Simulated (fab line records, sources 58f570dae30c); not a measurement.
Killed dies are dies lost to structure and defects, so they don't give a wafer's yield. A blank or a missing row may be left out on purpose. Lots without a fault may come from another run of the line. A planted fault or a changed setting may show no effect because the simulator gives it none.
Split-lot experiment | flow berkeley_cmos170 | 5 lots, 23 wafers read, on a route of 331 steps

THE SPLIT
At UCB170_NWELL_IMPLANT_14, the setting dose_cm2 was moved away from the recipe's 1e+13 on 7 of the 23 wafers read, by -4.4% to +6.6%. The other wafers ran this setting at the recipe's value.

FROM THE SPLIT TO THE READING: what the file shows between them, 1 step
- UCB170_NWELL_STRIP_15: strips in O2

THE READING
NWELL_TW, at UCB170_NWELL_TW_MEAS_16. Fault-free wafers of this fab line usually give 1253, standard deviation 6.8.

wafer  | tool, chamber at the split | dose_cm2 as run | against the recipe | NWELL_TW | against lot-mates on the recipe
L074.1 | implanter-03, 0            | 1e+13           | recipe             | 1257     | -
L074.2 | implanter-03, 0            | 1e+13           | recipe             | 1256     | -
L074.4 | implanter-03, 0            | 1e+13           | recipe             | 1256     | -
L074.5 | implanter-03, 0            | 1e+13           | recipe             | 1247     | -
L074.6 | implanter-03, 0            | 1e+13           | recipe             | 1253     | -
L076.1 | implanter-02, 0            | 1e+13           | recipe             | 1257     | -
L076.4 | implanter-02, 0            | 1e+13           | recipe             | 1256     | -
L076.5 | implanter-02, 0            | 1e+13           | recipe             | 1260     | -
L077.1 | implanter-02, 0            | 1e+13           | recipe             | 1240     | -
L077.2 | implanter-02, 0            | 1e+13           | recipe             | 1238     | -
L077.3 | implanter-02, 0            | 1.066e+13       | +6.6%              | 1277     | +38
L077.4 | implanter-02, 0            | 1e+13           | recipe             | 1240     | -
L077.6 | implanter-02, 0            | 1.066e+13       | +6.6%              | 1267     | +28
L080.1 | implanter-02, 0            | 1.061e+13       | +6.1%              | 1269     | +22
L080.2 | implanter-02, 0            | 1e+13           | recipe             | 1242     | -
L080.4 | implanter-02, 0            | 1e+13           | recipe             | 1251     | -
L080.5 | implanter-02, 0            | 1.061e+13       | +6.1%              | 1272     | +26
L080.6 | implanter-02, 0            | 1.061e+13       | +6.1%              | 1273     | +26
L083.1 | implanter-02, 0            | 1e+13           | recipe             | 1259     | -
L083.2 | implanter-02, 0            | 1e+13           | recipe             | 1261     | -
L083.3 | implanter-02, 0            | 9.558e+12       | -4.4%              | 1244     | -17
L083.4 | implanter-02, 0            | 1e+13           | recipe             | 1263     | -
L083.5 | implanter-02, 0            | 9.558e+12       | -4.4%              | 1241     | -20

THE FIT
A straight line over all 23 wafers: NWELL_TW changes by +2.88 for each +1% of dose_cm2; r = +0.79; the points scatter about the line by 7.3.
The same after taking each lot's own level away (the mean of its wafers on the recipe; 23 wafers): +4.4 for each +1%; r = +0.97; scatter 3.3.
On that fit, the largest move of dose_cm2 shifts the reading by 29.
The lots' own levels span 1239.3 to 1261.0, that is 3.2 times the standard deviation above.
So the lot-to-lot level blurs the effect unless lot-mates are compared.
Check: with one of the wafers moved furthest among these (+6.6%) left out of the fit, the line predicts +27.2 for it against its lot-mates. It came out at +37.7 against them.

OTHER SPLITS ON THESE WAFERS
These wafers also went through other splits before the reading. Each is held against what the fit with the lots' levels taken away leaves over:
other split on the same wafers      | wafers away from the commonest value | r with NWELL_TW (lot level and that fit taken away)
UCB170_NWELL_OXIDATION_01 ox_time_s | 15                                   | -0.03
UCB170_NWELL_CVD_04 time_s          | 15                                   | -0.02

THE FILE'S OWN FIT
NWELL_TW changes by +4.43 for each +1% of dose_cm2, r = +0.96.
